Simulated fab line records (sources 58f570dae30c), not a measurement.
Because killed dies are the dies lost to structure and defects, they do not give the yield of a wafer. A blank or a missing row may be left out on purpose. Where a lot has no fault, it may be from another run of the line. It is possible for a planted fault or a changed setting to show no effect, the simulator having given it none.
Code-filled problem report in 8D (eight disciplines) form || flow berkeleyCmos170 || the parts of the form that need people (team, actions taken, sign-off) are left out

== 1. THE ISSUE ==
Mean of cdNm at UCB170_GATE_CD_MEAS_12: 318.5 nm across 6 wafers in 2 lots; on wafers with no fault it is 350.1 nm (standard deviation 1.5). That puts it -21 standard deviations away from the usual mean.
The step: target cd 350 nm.
Earliest sighting: wafer L695.2 on cdSem-02 at day 9 15:43. At this step, 42 wafers from 14 lots have a number in the record. Rule for "out", or "out of limits": more than 4 standard deviations from the usual mean. All remaining wafers that have a number are taken as sound.

== 2. WHAT IT IS; WHAT IT IS NOT ==
{"question": "which readings at this step", "is": "cdNm", "is not": "-"}
{"question": "which lots", "is": "L695, L703", "is not": "L686, L687, L689, L691, L693, L694, L696, L704, L705, L706, L708, L709"}
{"question": "which wafers of those lots", "is": "all that have a number", "is not": "-"}
{"question": "read on which gauges", "is": "cdSem-01, cdSem-02", "is not": "-"}
{"question": "when", "is": "from day 9 15:43", "is not": "up to then (21 sound wafers); but 15 sound wafers of L704, L705, L706, L708, L709 came after"}

== 3. THE SUSPECTS, EACH WITH WHAT RULES IT OUT ==
Counting: any tool at a process step up to the reading is kept as a suspect provided that every lot that is out went through it and no sound lot did after the first of them.
- the gauge at UCB170_GATE_CD_MEAS_12: ruled out. The wafers that are out were read on 2 gauges (cdSem-01, cdSem-02).
- lithoTrack-03 at UCB170_GATE_PEB_10: kept. It processed each lot that is out, first L695 at day 9 15:26, and no sound lot thereafter; up to then, the last sound lot it processed was L694 at day 9 14:43. Its own heaterPowerTotalW, plateTempC readings are out on those wafers.
Remaining after the count: lithoTrack-03 at UCB170_GATE_PEB_10.

== 4. THE CAUSE (what the simulator had put in) ==
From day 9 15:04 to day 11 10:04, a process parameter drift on lithoTrack-03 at UCB170_GATE_PEB_10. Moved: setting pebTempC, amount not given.
After counting, this tool was the only one left.

== 5. THE EFFECT CHAIN, in route order ==
Rows list readings where the struck wafers' mean (over those with a number) sits beyond 3 standard deviations from the usual. Readings are gone through only where the record gives a usual standard deviation; hours: the median, over the lots, of the time from a lot's start at the first step in this table giving one to that lot's start at this step; sigmas: the change measured in usual standard deviations.
{"hours": 0, "step": "UCB170_GATE_PEB_10", "reading": "heaterPowerTotalW", "usual": "56.81 W", "on struck wafers": 60.47, "change": "+3.66", "sigmas": "+85"}
{"hours": 0, "step": "UCB170_GATE_PEB_10", "reading": "plateTempC", "usual": "130.01 C", "on struck wafers": 136.42, "change": "+6.41", "sigmas": "+43"}
{"hours": 0, "step": "UCB170_GATE_CD_MEAS_12", "reading": "cdNm", "usual": "350.1 nm", "on struck wafers": 318.5, "change": -31.6, "sigmas": -21}
It contains these process steps:
- UCB170_GATE_PEB_10
At these later measuring or inspecting steps, every struck wafer for which the step has a row has a number for every such reading, and none has moved that far: UCB170_CONTACT_THK_MEAS_02.

== 6. WHAT WOULD HAVE CAUGHT IT SOONER ==
In this record the first reading out of limits at a measuring or inspecting step was taken at day 9 15:43, 1 hour after the fault began at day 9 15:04.
At UCB170_GATE_PEB_10, the tool's own readings (heaterPowerTotalW, plateTempC) were out on each struck wafer the step has a row for, so an alarm limit on them would have fired on the first such wafer.
Of the lots that are out (2), L703 began UCB170_GATE_PEB_10 on lithoTrack-03 after day 9 15:43. Putting the tool on hold at that point would have spared it.
